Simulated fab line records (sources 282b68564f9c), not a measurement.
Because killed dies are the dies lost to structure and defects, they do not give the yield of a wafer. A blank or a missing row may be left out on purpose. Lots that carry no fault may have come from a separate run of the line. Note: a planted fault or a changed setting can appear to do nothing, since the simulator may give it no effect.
fab line records + flow ritCmos
[record]
- lots = 14
- wafers = 42
- lastDay = 7
route steps=202 shown SILICIDE@163 M1@184
lots that met no fault: from a run of the same line without faults
startH: start of the lot's first displayed wafer, in hours after the record's first day + waitH: hours since the lot's step before + " as in the row above + L1.1+2: a row that stands for several wafers + - either no value or no given start + * or withheld: withheld + < > ~ a bound
route shown NAME@n: a module of which the file shows steps, and the number in the route of the first + usual: mean and standard deviation over wafers with no fault + same: alike in all rows + chamber/n: place in a boat + sites: per-site readings + _std_site: how widely they spread, as a standard deviation + _edge_site: inner sites' mean taken away from outer sites' mean + radiusMm: for every site, how far away it sits from the centre of the wafer + mask NAME#n: copy n + behind: the tool/chamber that last shaped the wafer + hold: what put the lot on hold/how long, in hours/how the hold closed + device: which transistor (n, p or np) failed to switch + end of line: the same wafers' tests at the end of the route + a step without rows: its recipe alone + killed: count of dies lost to structure and defects at first sort (not the wafer's yield) + map: shows each die of a wafer: x if killed, . if not, _ if none is there
set.NAME: setting as actually run; set.NAME@STEP: the setting as run at that earlier step + model.NAME: the simulator's own value behind a step, which no gauge read
one table for each step of the route and one row for each wafer, over a sample of lots
services: from which hour (startH, from the record's first day; less than 0 if before it) a tool's chamber was out of use, for how many hours, and why
[[steps]]
[step RIT_SILICIDE_RS_MEAS_02]
[recipe]
- thkMeasGauge = four-point-probe
- reads = Ti_of_SILICIDE_SPUTTER_01
[usual]
- SILICIDE_TI_RS = 48.1/0.85
| lot.wafer | tool         | chamber | startH | waitH | SILICIDE_TI_RS[ohm/sq] |
|-----------|--------------|---------|--------|-------|------------------------|
| L552.2    | filmMetro-01 | -       | 52.26  | 0.1   | 48.7                   |
| L552.4    | "            | -       | "      | "     | 47.0                   |
| L552.6    | "            | -       | "      | "     | 47.1                   |
| L555.1    | filmMetro-01 | -       | 69.96  | 0.1   | 48.5                   |
| L555.4    | "            | -       | "      | "     | 48.8                   |
| L555.6    | "            | -       | "      | "     | 48.7                   |
| L556.1    | filmMetro-01 | -       | 72.51  | 0.1   | 48.4                   |
| L556.3    | "            | -       | "      | "     | 47.3                   |
| L556.5    | "            | -       | "      | "     | 48.5                   |
| L558.2    | filmMetro-01 | -       | 82.17  | 0.1   | 46.7                   |
| L558.3    | "            | -       | "      | "     | 47.4                   |
| L558.4    | "            | -       | "      | "     | 48.0                   |
| L560.3    | filmMetro-04 | -       | 91.94  | 0.1   | 49.5                   |
| L560.4    | "            | -       | "      | "     | 49.3                   |
| L560.6    | "            | -       | "      | "     | 48.8                   |
| L562.4    | filmMetro-04 | -       | 101.09 | 0.1   | 48.5                   |
| L562.5    | "            | -       | "      | "     | 47.2                   |
| L562.6    | "            | -       | "      | "     | 48.4                   |
| L563.1    | filmMetro-04 | -       | 110.16 | 0.1   | 49.2                   |
| L563.2    | "            | -       | "      | "     | 48.7                   |
| L563.6    | "            | -       | "      | "     | 48.7                   |
| L565.2    | filmMetro-04 | -       | 121.15 | 0.1   | 47.9                   |
| L565.3    | "            | -       | "      | "     | 47.6                   |
| L565.5    | "            | -       | "      | "     | 47.8                   |
| L566.2    | filmMetro-04 | -       | 124.00 | 0.1   | 49.2                   |
| L566.3    | "            | -       | "      | "     | 48.6                   |
| L566.5    | "            | -       | "      | "     | 49.2                   |
| L567.2    | filmMetro-04 | -       | 127.68 | 0.1   | 48.6                   |
| L567.4    | "            | -       | "      | "     | 48.3                   |
| L567.5    | "            | -       | "      | "     | 47.5                   |
| L568.1    | filmMetro-01 | -       | 131.46 | 0.1   | 49.0                   |
| L568.2    | "            | -       | "      | "     | 48.4                   |
| L568.4    | "            | -       | "      | "     | 49.1                   |
| L571.1    | filmMetro-04 | -       | 147.55 | 0.1   | 47.9                   |
| L571.4    | "            | -       | "      | "     | 49.0                   |
| L571.5    | "            | -       | "      | "     | 47.8                   |
| L573.1    | filmMetro-03 | -       | 160.34 | 0.1   | 47.4                   |
| L573.5    | "            | -       | "      | "     | 47.3                   |
| L573.6    | "            | -       | "      | "     | 47.4                   |
| L575.1    | filmMetro-03 | -       | 171.22 | 0.1   | 46.9                   |
| L575.5    | "            | -       | "      | "     | 46.9                   |
| L575.6    | "            | -       | "      | "     | 47.7                   |
[step RIT_M1_SPUTTER_00]
[recipe]
- material = Al
- targetThkNm = 400
- powerW = 2000
- chamberPressurePa = 0.4
- gas = Ar
- timeS = 487
- substrateTempC = 25
[usual]
- throttleValvePct = 29.7/0.92
| lot.wafer | tool          | chamber | startH | waitH | throttleValvePct |
|-----------|---------------|---------|--------|-------|------------------|
| L552.2    | pvdSputter-01 | -       | 54.98  | 0.0   | 28.8             |
| L552.4    | "             | -       | "      | "     | 28.9             |
| L552.6    | "             | -       | "      | "     | 28.7             |
| L555.1    | pvdSputter-04 | -       | 72.70  | 0.0   | 30.9             |
| L555.4    | "             | -       | "      | "     | 30.6             |
| L555.6    | "             | -       | "      | "     | 30.6             |
| L556.1    | pvdSputter-01 | -       | 75.10  | 0.0   | 28.8             |
| L556.3    | "             | -       | "      | "     | 30.2             |
| L556.5    | "             | -       | "      | "     | 28.7             |
| L558.2    | pvdSputter-01 | -       | 84.89  | 0.0   | 29.9             |
| L558.3    | "             | -       | "      | "     | 30.7             |
| L558.4    | "             | -       | "      | "     | 29.0             |
| L560.3    | pvdSputter-01 | -       | 94.66  | 0.0   | 30.5             |
| L560.4    | "             | -       | "      | "     | 28.8             |
| L560.6    | "             | -       | "      | "     | 30.0             |
| L562.4    | pvdSputter-01 | -       | 103.84 | 0.0   | 30.0             |
| L562.5    | "             | -       | "      | "     | 30.9             |
| L562.6    | "             | -       | "      | "     | 29.1             |
| L563.1    | pvdSputter-02 | -       | 112.89 | 0.0   | 29.2             |
| L563.2    | "             | -       | "      | "     | 31.2             |
| L563.6    | "             | -       | "      | "     | 31.1             |
| L565.2    | pvdSputter-02 | -       | 123.88 | 0.0   | 28.6             |
| L565.3    | "             | -       | "      | "     | 29.3             |
| L565.5    | "             | -       | "      | "     | 29.2             |
| L566.2    | pvdSputter-04 | -       | 126.88 | 0.0   | 28.8             |
| L566.3    | "             | -       | "      | "     | 30.6             |
| L566.5    | "             | -       | "      | "     | 29.9             |
| L567.2    | pvdSputter-02 | -       | 130.24 | 0.0   | 29.4             |
| L567.4    | "             | -       | "      | "     | 31.2             |
| L567.5    | "             | -       | "      | "     | 29.5             |
| L568.1    | pvdSputter-02 | -       | 134.05 | 0.0   | 28.2             |
| L568.2    | "             | -       | "      | "     | 31.3             |
| L568.4    | "             | -       | "      | "     | 29.3             |
| L571.1    | pvdSputter-04 | -       | 150.25 | 0.0   | 30.4             |
| L571.4    | "             | -       | "      | "     | 30.9             |
| L571.5    | "             | -       | "      | "     | 31.2             |
| L573.1    | pvdSputter-04 | -       | 163.26 | 0.0   | 30.0             |
| L573.5    | "             | -       | "      | "     | 30.1             |
| L573.6    | "             | -       | "      | "     | 30.6             |
| L575.1    | pvdSputter-04 | -       | 173.99 | 0.0   | 30.8             |
| L575.5    | "             | -       | "      | "     | 28.7             |
| L575.6    | "             | -       | "      | "     | 31.0             |
[step RIT_M1_RS_MEAS_01]
[recipe]
- thkMeasGauge = four-point-probe
- reads = Al_of_M1_SPUTTER_00
[usual]
- M1_AL_RS = 0.0750/0.0011
| lot.wafer | tool         | chamber | startH | waitH | M1_AL_RS[ohm/sq] |
|-----------|--------------|---------|--------|-------|------------------|
| L552.2    | filmMetro-03 | -       | 55.30  | 0.2   | 0.0763           |
| L552.4    | "            | -       | "      | "     | 0.0750           |
| L552.6    | "            | -       | "      | "     | 0.0747           |
| L555.1    | filmMetro-02 | -       | 72.99  | 0.2   | 0.0754           |
| L555.4    | "            | -       | "      | "     | 0.0768           |
| L555.6    | "            | -       | "      | "     | 0.0767           |
| L556.1    | filmMetro-01 | -       | 75.39  | 0.2   | 0.0762           |
| L556.3    | "            | -       | "      | "     | 0.0744           |
| L556.5    | "            | -       | "      | "     | 0.0761           |
| L558.2    | filmMetro-03 | -       | 85.20  | 0.2   | 0.0732           |
| L558.3    | "            | -       | "      | "     | 0.0745           |
| L558.4    | "            | -       | "      | "     | 0.0743           |
| L560.3    | filmMetro-03 | -       | 95.00  | 0.2   | 0.0674           |
| L560.4    | "            | -       | "      | "     | 0.0661           |
| L560.6    | "            | -       | "      | "     | 0.0664           |
| L562.4    | filmMetro-01 | -       | 104.19 | 0.2   | 0.0661           |
| L562.5    | "            | -       | "      | "     | 0.0678           |
| L562.6    | "            | -       | "      | "     | 0.0670           |
| L563.1    | filmMetro-01 | -       | 113.18 | 0.2   | 0.0749           |
| L563.2    | "            | -       | "      | "     | 0.0747           |
| L563.6    | "            | -       | "      | "     | 0.0746           |
| L565.2    | filmMetro-02 | -       | 124.19 | 0.2   | 0.0737           |
| L565.3    | "            | -       | "      | "     | 0.0751           |
| L565.5    | "            | -       | "      | "     | 0.0760           |
| L566.2    | filmMetro-01 | -       | 127.24 | 0.2   | 0.0753           |
| L566.3    | "            | -       | "      | "     | 0.0752           |
| L566.5    | "            | -       | "      | "     | 0.0741           |
| L567.2    | filmMetro-03 | -       | 130.55 | 0.2   | 0.0753           |
| L567.4    | "            | -       | "      | "     | 0.0743           |
| L567.5    | "            | -       | "      | "     | 0.0743           |
| L568.1    | filmMetro-02 | -       | 134.38 | 0.2   | 0.0743           |
| L568.2    | "            | -       | "      | "     | 0.0755           |
| L568.4    | "            | -       | "      | "     | 0.0756           |
| L571.1    | filmMetro-02 | -       | 150.55 | 0.2   | 0.0739           |
| L571.4    | "            | -       | "      | "     | 0.0738           |
| L571.5    | "            | -       | "      | "     | 0.0741           |
| L573.1    | filmMetro-01 | -       | 163.55 | 0.2   | 0.0747           |
| L573.5    | "            | -       | "      | "     | 0.0747           |
| L573.6    | "            | -       | "      | "     | 0.0766           |
| L575.1    | filmMetro-02 | -       | 174.29 | 0.2   | 0.0738           |
| L575.5    | "            | -       | "      | "     | 0.0740           |
| L575.6    | "            | -       | "      | "     | 0.0727           |
[step RIT_M1_THK_MEAS_02]
[recipe]
- thkMeasGauge = xrf
- reads = Al_of_M1_SPUTTER_00
[usual]
- M1_AL_THK = 388/5.7
| lot.wafer | tool         | chamber | startH | waitH | M1_AL_THK[nm] |
|-----------|--------------|---------|--------|-------|---------------|
| L552.2    | filmMetro-03 | -       | 55.41  | 0.1   | 380           |
| L552.4    | "            | -       | "      | "     | 382           |
| L552.6    | "            | -       | "      | "     | 388           |
| L555.1    | filmMetro-02 | -       | 73.11  | 0.1   | 386           |
| L555.4    | "            | -       | "      | "     | 381           |
| L555.6    | "            | -       | "      | "     | 381           |
| L556.1    | filmMetro-01 | -       | 75.51  | 0.1   | 383           |
| L556.3    | "            | -       | "      | "     | 392           |
| L556.5    | "            | -       | "      | "     | 383           |
| L558.2    | filmMetro-03 | -       | 85.31  | 0.1   | 396           |
| L558.3    | "            | -       | "      | "     | 391           |
| L558.4    | "            | -       | "      | "     | 391           |
| L560.3    | filmMetro-03 | -       | 95.10  | 0.1   | 428           |
| L560.4    | "            | -       | "      | "     | 438           |
| L560.6    | "            | -       | "      | "     | 435           |
| L562.4    | filmMetro-01 | -       | 104.28 | 0.1   | 439           |
| L562.5    | "            | -       | "      | "     | 432           |
| L562.6    | "            | -       | "      | "     | 435           |
| L563.1    | filmMetro-01 | -       | 113.30 | 0.1   | 389           |
| L563.2    | "            | -       | "      | "     | 388           |
| L563.6    | "            | -       | "      | "     | 393           |
| L565.2    | filmMetro-02 | -       | 124.30 | 0.1   | 394           |
| L565.3    | "            | -       | "      | "     | 385           |
| L565.5    | "            | -       | "      | "     | 380           |
| L566.2    | filmMetro-01 | -       | 127.35 | 0.1   | 388           |
| L566.3    | "            | -       | "      | "     | 389           |
| L566.5    | "            | -       | "      | "     | 393           |
| L567.2    | filmMetro-03 | -       | 130.66 | 0.1   | 386           |
| L567.4    | "            | -       | "      | "     | 388           |
| L567.5    | "            | -       | "      | "     | 392           |
| L568.1    | filmMetro-02 | -       | 134.50 | 0.1   | 388           |
| L568.2    | "            | -       | "      | "     | 386           |
| L568.4    | "            | -       | "      | "     | 381           |
| L571.1    | filmMetro-02 | -       | 150.67 | 0.1   | 395           |
| L571.4    | "            | -       | "      | "     | 392           |
| L571.5    | "            | -       | "      | "     | 393           |
| L573.1    | filmMetro-01 | -       | 163.67 | 0.1   | 390           |
| L573.5    | "            | -       | "      | "     | 387           |
| L573.6    | "            | -       | "      | "     | 379           |
| L575.1    | filmMetro-02 | -       | 174.41 | 0.1   | 395           |
| L575.5    | "            | -       | "      | "     | 394           |
| L575.6    | "            | -       | "      | "     | 402           |
[step RIT_M1_METAL_ETCH_12]
[recipe]
- stopOn = SiO2
- chemistry = Cl2/BCl3
- target = Al
- timeS = 165
- overEtchFrac = 0.5
- pressureMtorr = 100
- targetDepthA = 6000
- rfW = 259.4
- Cl2_flow_sccm = 60
- bcl3FlowSccm = 50
[usual]
- drypumpMotorCurrentA = 5.63/0.19
- oesProductAu = 0.770/0.016
- throttleValvePct = 8.27/0.097
| lot.wafer | tool        | chamber | startH | waitH | drypumpMotorCurrentA | oesProductAu | rfHoursCounterH | throttleValvePct |
|-----------|-------------|---------|--------|-------|----------------------|--------------|-----------------|------------------|
| L552.2    | rieMetal-04 | 0       | 56.74  | 0.2   | 5.82                 | 0.757        | 3               | 8.36             |
| L552.4    | "           | 0       | "      | "     | 5.80                 | 0.754        | -               | 8.36             |
| L552.6    | "           | 1       | "      | "     | 5.69                 | 0.762        | -               | 8.24             |
| L555.1    | rieMetal-04 | 0       | 74.46  | 0.2   | 5.81                 | 0.761        | 3               | 8.36             |
| L555.4    | "           | 1       | "      | "     | 5.72                 | 0.746        | -               | 8.25             |
| L555.6    | "           | 1       | "      | "     | 5.72                 | 0.751        | -               | 8.26             |
| L556.1    | rieMetal-02 | 1       | 76.86  | 0.2   | 5.82                 | 0.741        | 35              | 8.33             |
| L556.3    | "           | 1       | "      | "     | 5.83                 | 0.756        | -               | 8.33             |
| L556.5    | "           | 1       | "      | "     | 5.84                 | 0.741        | -               | 8.32             |
| L558.2    | rieMetal-04 | 1       | 86.82  | 0.2   | 5.70                 | 0.778        | 3               | 8.24             |
| L558.3    | "           | 0       | "      | "     | 5.79                 | 0.765        | -               | 8.36             |
| L558.4    | "           | 1       | "      | "     | 5.72                 | 0.770        | -               | 8.24             |
| L560.3    | rieMetal-01 | 1       | 96.62  | 0.2   | 5.59                 | 0.821        | -               | 8.16             |
| L560.4    | "           | 0       | "      | "     | 5.54                 | 0.835        | -               | 8.37             |
| L560.6    | "           | 0       | "      | "     | 5.51                 | 0.838        | -               | 8.36             |
| L562.4    | rieMetal-02 | 1       | 105.78 | 0.1   | 5.81                 | 0.801        | -               | 8.34             |
| L562.5    | "           | 0       | "      | "     | 5.29                 | 0.838        | -               | 8.10             |
| L562.6    | "           | 1       | "      | "     | 5.81                 | 0.794        | -               | 8.33             |
| L563.1    | rieMetal-01 | 0       | 114.87 | 0.2   | 5.51                 | 0.790        | 5               | 8.36             |
| L563.2    | "           | 1       | "      | "     | 5.61                 | 0.777        | 5               | 8.17             |
| L563.6    | "           | 0       | "      | "     | 5.51                 | 0.787        | -               | 8.35             |
| L565.2    | rieMetal-02 | 1       | 125.78 | 0.2   | 5.79                 | 0.753        | 36              | 8.33             |
| L565.3    | "           | 1       | "      | "     | 5.82                 | 0.741        | -               | 8.34             |
| L565.5    | "           | 0       | "      | "     | 5.29                 | 0.778        | -               | 8.11             |
| L566.2    | rieMetal-01 | 0       | 128.68 | 0.2   | 5.51                 | 0.776        | 5               | 8.37             |
| L566.3    | "           | 0       | "      | "     | 5.51                 | 0.773        | -               | 8.36             |
| L566.5    | "           | 0       | "      | "     | 5.53                 | 0.785        | -               | 8.37             |
| L567.2    | rieMetal-04 | 1       | 132.12 | 0.2   | 5.70                 | 0.767        | 3               | 8.25             |
| L567.4    | "           | 0       | "      | "     | 5.79                 | 0.763        | -               | 8.35             |
| L567.5    | "           | 1       | "      | "     | 5.72                 | 0.764        | -               | 8.24             |
| L568.1    | rieMetal-02 | 1       | 135.97 | 0.2   | 5.84                 | 0.751        | 36              | 8.32             |
| L568.2    | "           | 0       | "      | "     | 5.27                 | 0.786        | 35              | 8.12             |
| L568.4    | "           | 1       | "      | "     | 5.83                 | 0.751        | -               | 8.33             |
| L571.1    | rieMetal-01 | 0       | 152.14 | 0.2   | 5.53                 | 0.797        | 5               | 8.35             |
| L571.4    | "           | 1       | "      | "     | 5.57                 | 0.781        | -               | 8.15             |
| L571.5    | "           | 0       | "      | "     | 5.53                 | 0.787        | -               | 8.35             |
| L573.1    | rieMetal-04 | 1       | 165.02 | 0.2   | 5.72                 | 0.769        | 4               | 8.25             |
| L573.5    | "           | 0       | "      | "     | 5.79                 | 0.764        | -               | 8.36             |
| L573.6    | "           | 1       | "      | "     | 5.71                 | 0.747        | -               | 8.25             |
| L575.1    | rieMetal-04 | 0       | 176.31 | 0.2   | 5.83                 | 0.766        | 4               | 8.37             |
| L575.5    | "           | 0       | "      | "     | 5.81                 | 0.766        | -               | 8.36             |
| L575.6    | "           | 0       | "      | "     | 5.81                 | 0.776        | -               | 8.34             |
[step RIT_M1_PROBE_99]
[usual]
- killedAtFrontEnd = 6/3.2
- killedDies = 7/3.2
- killedOnRim = 1.7/1.4
- killedOpen = 3.4/1.8
- killedShort = 3.2/2.3
[same]
- grossDies = 264
- killed_at_M0_to_M3 = 0
- killed_at_M4_up = 0
- killedAtBackSide = 0
- killedAtContacts = 0
- killedAtOther = 0
| lot.wafer | tool      | chamber | startH | waitH | killedAtFrontEnd | killedDies | killedOnRim | killedOpen | killedShort |
|-----------|-----------|---------|--------|-------|------------------|------------|-------------|------------|-------------|
| L560.3    | prober-01 | -       | 98.99  | 0.2   | 255              | 255        | 65          | 2          | 2           |
| L560.4    | prober-01 | -       | 99.04  | 0.2   | 255              | 255        | 67          | 3          | 4           |
| L560.6    | prober-01 | -       | 99.14  | 0.2   | 252              | 252        | 68          | 1          | 0           |
| L562.4    | prober-01 | -       | 108.12 | 0.2   | 260              | 260        | 69          | 5          | 2           |
| L562.5    | prober-01 | -       | 108.17 | 0.2   | 258              | 258        | 68          | 6          | 5           |
| L562.6    | prober-01 | -       | 108.22 | 0.2   | 259              | 259        | 69          | 1          | 5           |
| L566.2    | prober-01 | -       | 131.00 | 0.1   | 2                | 2          | 2           | 1          | 1           |
| L566.3    | prober-01 | -       | 131.05 | 0.2   | 5                | 5          | 1           | 2          | 3           |
| L566.5    | prober-01 | -       | 131.15 | 0.2   | 11               | 11         | 2           | 4          | 7           |
| L567.2    | prober-02 | -       | 134.43 | 0.1   | 5                | 5          | 1           | 3          | 2           |
| L567.4    | prober-02 | -       | 134.53 | 0.2   | 9                | 9          | 2           | 7          | 2           |
| L567.5    | prober-02 | -       | 134.58 | 0.2   | 9                | 9          | 2           | 3          | 6           |
| L568.1    | prober-01 | -       | 138.23 | 0.1   | 5                | 5          | 2           | 1          | 4           |
| L568.2    | prober-01 | -       | 138.28 | 0.1   | 11               | 11         | 3           | 4          | 7           |
| L568.4    | prober-01 | -       | 138.38 | 0.2   | 10               | 10         | 3           | 4          | 6           |
| L575.1    | prober-02 | -       | 178.90 | 0.1   | 6                | 6          | 2           | 2          | 4           |
| L575.5    | prober-02 | -       | 179.10 | 0.2   | 5                | 5          | 2           | 4          | 1           |
| L575.6    | prober-02 | -       | 179.15 | 0.2   | 7                | 7          | 2           | 2          | 5           |
// killed by level:class
L560.3 NSD:overlay=251 GATE:geometricParticle:short=1 GATE:geometricParticle:open=1 REOX:geometricParticle:short=1 REOX:geometricParticle:open=1
L560.4 NSD:overlay=248 FOX2:geometricParticle:open=2 SPACER:geometricParticle:short=2 FOX2:geometricParticle:short=1 REOX:geometricParticle:short=1 SPACER:geometricParticle:open=1
L560.6 NSD:overlay=251 GATE:geometricParticle:open=1
L562.4 NSD:overlay=253 FOX1:geometricParticle:open=2 GATE:geometricParticle:open=1 GATE:geometricParticle:short=1 SPACER:geometricParticle:open=1 SILICIDE:geometricParticle:open=1 SILICIDE:geometricParticle:short=1
L562.5 NSD:overlay=247 SILICIDE:geometricParticle:open=3 SPACER:geometricParticle:short=2 FOX1:geometricParticle:open=1 FOX2:geometricParticle:short=1 GATE:geometricParticle:short=1 GATE:geometricParticle:open=1 REOX:geometricParticle:open=1
L562.6 NSD:overlay=253 GATE:geometricParticle:short=2 SPACER:geometricParticle:short=2 GATE:geometricParticle:open=1 REOX:geometricParticle:short=1
L566.2 REOX:geometricParticle:short=1 REOX:geometricParticle:open=1
L566.3 GATE:geometricParticle:short=2 FOX2:geometricParticle:short=1 GATE:geometricParticle:open=1 SILICIDE:geometricParticle:open=1
L566.5 REOX:geometricParticle:short=3 FOX1:geometricParticle:short=1 FOX2:geometricParticle:short=1 FOX2:geometricParticle:open=1 GATE:geometricParticle:open=1 GATE:geometricParticle:short=1 REOX:geometricParticle:open=1 SPACER:geometricParticle:short=1
L567.2 GATE:geometricParticle:open=3 FOX1:geometricParticle:short=1 SPACER:geometricParticle:short=1
L567.4 GATE:geometricParticle:open=5 FOX1:geometricParticle:short=1 FOX2:geometricParticle:open=1 GATE:geometricParticle:short=1 SPACER:geometricParticle:open=1
L567.5 GATE:geometricParticle:short=3 FOX2:geometricParticle:short=2 GATE:geometricParticle:open=2 FOX1:geometricParticle:short=1 FOX1:geometricParticle:open=1
L568.1 GATE:geometricParticle:short=2 FOX1:geometricParticle:open=1 REOX:geometricParticle:short=1 SILICIDE:geometricParticle:short=1
L568.2 GATE:geometricParticle:open=3 SILICIDE:geometricParticle:short=2 ACTIVE:geometricParticle:short=1 FOX1:geometricParticle:short=1 FOX2:geometricParticle:short=1 FOX2:geometricParticle:open=1 GATE:geometricParticle:short=1 REOX:geometricParticle:short=1
L568.4 FOX1:geometricParticle:short=2 GATE:geometricParticle:short=2 FOX2:geometricParticle:open=1 GATE:geometricParticle:open=1 REOX:geometricParticle:open=1 REOX:geometricParticle:short=1 SILICIDE:geometricParticle:open=1 SILICIDE:geometricParticle:short=1
L575.1 SPACER:geometricParticle:short=2 GATE:geometricParticle:open=1 GATE:geometricParticle:short=1 REOX:geometricParticle:short=1 REOX:geometricParticle:open=1
L575.5 GATE:geometricParticle:open=2 FOX1:geometricParticle:open=1 FOX2:geometricParticle:open=1 GATE:geometricParticle:short=1
L575.6 GATE:geometricParticle:short=3 SPACER:geometricParticle:short=2 GATE:geometricParticle:open=1 SILICIDE:geometricParticle:open=1
[[services]]
| tool          | chamber | startH | hours | kind      |
|---------------|---------|--------|-------|-----------|
| pvdSputter-02 | -       | 56.65  | 2.5   | repair    |
| rieMetal-04   | -       | 111.64 | 0.7   | repair    |
| pvdSputter-01 | -       | 120.80 | 13.5  | repair    |
| rieMetal-02   | -       | 136.14 | 20.0  | pm        |
| rieMetal-02   | 0       | 136.14 | 20.0  | ventCycle |
| rieMetal-02   | 1       | 136.14 | 20.0  | ventCycle |
| pvdSputter-01 | -       | 148.84 | 2.8   | repair    |
| pvdSputter-02 | -       | 151.51 | 2.6   | repair    |
| rieMetal-02   | 0       | 156.14 | -     | clean     |
| rieMetal-02   | 1       | 156.14 | -     | clean     |
| rieMetal-04   | 1       | 175.49 | 1.7   | repair    |
[[key]]
[firstSign]
- step = RIT_M1_RS_MEAS_01
- reading = M1_AL_RS
- direction = down
- sigmas = 7.6
- usual = 0.0750
- struck = 0.0668
[effect]
- step = RIT_M1_THK_MEAS_02
- reading = M1_AL_THK
- direction = up
- sigmas = 8.1
- usual = 388
- struck = 434
[effect]
- step = RIT_M1_METAL_ETCH_12
- reading = oesProductAu
- direction = up
- sigmas = 3.3
- usual = 0.770
- struck = 0.821
metAt RIT_M1_SPUTTER_00
struckLots L560,L562
testerLeftOut L560,L562
notActingAt RIT_SILICIDE_RS_MEAS_02
onsetBetween 84.89 94.66
[earlierFault]
- kind = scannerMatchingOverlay
- tool = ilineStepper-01
- chamber = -
- onsetH = 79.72
- steps = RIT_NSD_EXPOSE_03
- offset = 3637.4
[fault]
- kind = processParameterDrift
- tool = pvdSputter-01
- chamber = -
- onsetH = 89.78
- steps = RIT_M1_SPUTTER_00
- channel = targetThkNm
- offset = 48
- shape = step
- stated = 400
// testerLeftOut: of these lots the tester's yield and bins aren't shown, on N5 and GAA mostly nor the transistor test; their killed dies are dies lost to structure and defects alone, not to doping, threshold or leakage, so they don't give the yield
